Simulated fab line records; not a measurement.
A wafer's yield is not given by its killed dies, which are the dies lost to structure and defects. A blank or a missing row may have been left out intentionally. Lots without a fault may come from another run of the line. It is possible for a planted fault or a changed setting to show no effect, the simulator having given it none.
Struck lot and sound lot, side by side ; flow rit-cmos ; 15 out of 202 route steps
Sound: wafers L229.2, L229.3, L229.5. Wafers L235.3, L235.4, L235.5 were the ones struck. The cause comes at the end.
For every step that has rows: the tool of each side, followed by ch and its chambers, followed by its first start. Under that, the readings that differ: sound wafers ; struck wafers ; difference of the means ; sigmas: that difference in standard deviations of wafers without a fault.
alike: readings whose means differ by less than 2 such deviations, and words and numbers that are the same on both sides. not compared: withheld readings, readings that some wafer has no value for, bounds like >300 that may hide the same value, and numbers for which the record gives no deviation and whose values overlap.
Wherever a step has rows on one side only, a row that says differs or no value, or a row with sigmas, the two part there. Non-overlapping numbers with no deviation appear without sigmas and do not part them. A reading that every wafer of one side lacks parts them only if that side has two wafers or more.

RIT_CONTACT_OVL_MEAS_09:
  sound on overlay-02, day 4 15:05; struck on overlay-02, day 5 21:11
reading;sound;struck;difference;sigmas
CONTACT_OVL (nm);4.5 3.6 3.1;1.3 0.7 0.6;-2.9;-3
then, 1 step without rows for these wafers: RIT_CONTACT_HARDBAKE_10 (time 60 s).
RIT_CONTACT_ETCH_11: etches SiO2 in CHF3/CF4/Ar, stops on TiSi2, target depth 480 nm, time 320 s.
  sound on rie-diel-04 ch 2,3, day 4 15:16; struck on rie-diel-04 ch 1,2,3, day 5 21:22
  alike: drypump-motor-current-A, oes-product-au, throttle-valve-pct
  not compared: rf-hours-counter-h
RIT_CONTACT_STRIP_12: strips in O2, time 180 s.
  sound on plasma-asher-04 ch 0,1, day 4 15:28; struck on plasma-asher-04 ch 0,1, day 5 21:37
  alike: drypump-motor-current-A
  not compared: rf-hours-counter-h
RIT_CONTACT_CD_MEAS_90: the cd target is 1000 nm.
  sound on cd-sem-02, day 4 15:39; struck on cd-sem-02, day 5 21:47
  alike: cd-nm
then, 2 steps without rows for these wafers: RIT_CONTACT_CLEAN_13 (cleans in SC1, time 600 s); RIT_CONTACT_CLEAN_14 (cleans in SC2, time 600 s).
RIT_M1_SPUTTER_00: material Al, target thk 400 nm, time 500 s.
  sound on pvd-sputter-04, day 4 16:08; struck on pvd-sputter-02, day 5 22:16
  alike: cathode-dc-power-W, throttle-valve-pct
RIT_M1_RS_MEAS_01: measurement is done with a four-point probe.
  sound on film-metro-02, day 4 16:27; struck on film-metro-02, day 5 22:35
  alike: M1_AL_RS
RIT_M1_THK_MEAS_02: measures by xrf.
  sound on film-metro-02, day 4 16:34; struck on film-metro-02, day 5 22:41
  alike: M1_AL_THK
then, 2 steps without rows for these wafers: RIT_M1_HMDS_03 (prime time 60 s); RIT_M1_COAT_04 (resist thk 1300 nm).
RIT_M1_SOFTBAKE_05: time 60 s.
  sound on litho-track-04 ch 0, day 4 16:56; struck on litho-track-01 ch 0, day 5 23:05
reading;sound;struck;difference;sigmas
heater-power-total-W (W);34.60 34.63 34.53;35.55 35.43 35.44;+0.89;+16
run-length-s (s);88.94 88.97 89.02;84.22 84.33 84.27;-4.70;-24
then, 1 step without rows for these wafers: RIT_M1_EXPOSE_06 (exposes mask M12, target cd 2600 nm).
RIT_M1_PROBE_99:
  sound on prober-02, day 4 20:20; struck on prober-02, day 6 02:31
  alike: defect-limited-yield, killed-at-contacts, killed-at-front-end, killed-dies, killed-open, killed-short, sort_bin_3_pad_short, sort_bin_5_function, sort_bin_6_memory, sort-n-pass, sort-yield-pct

## WHERE THEY PART
Earliest at RIT_CONTACT_OVL_MEAS_09; latest, in this record, at RIT_M1_SOFTBAKE_05. Later steps at which nothing parts them and some readings are alike: RIT_M1_PROBE_99.

WHY: the cause the simulator had injected
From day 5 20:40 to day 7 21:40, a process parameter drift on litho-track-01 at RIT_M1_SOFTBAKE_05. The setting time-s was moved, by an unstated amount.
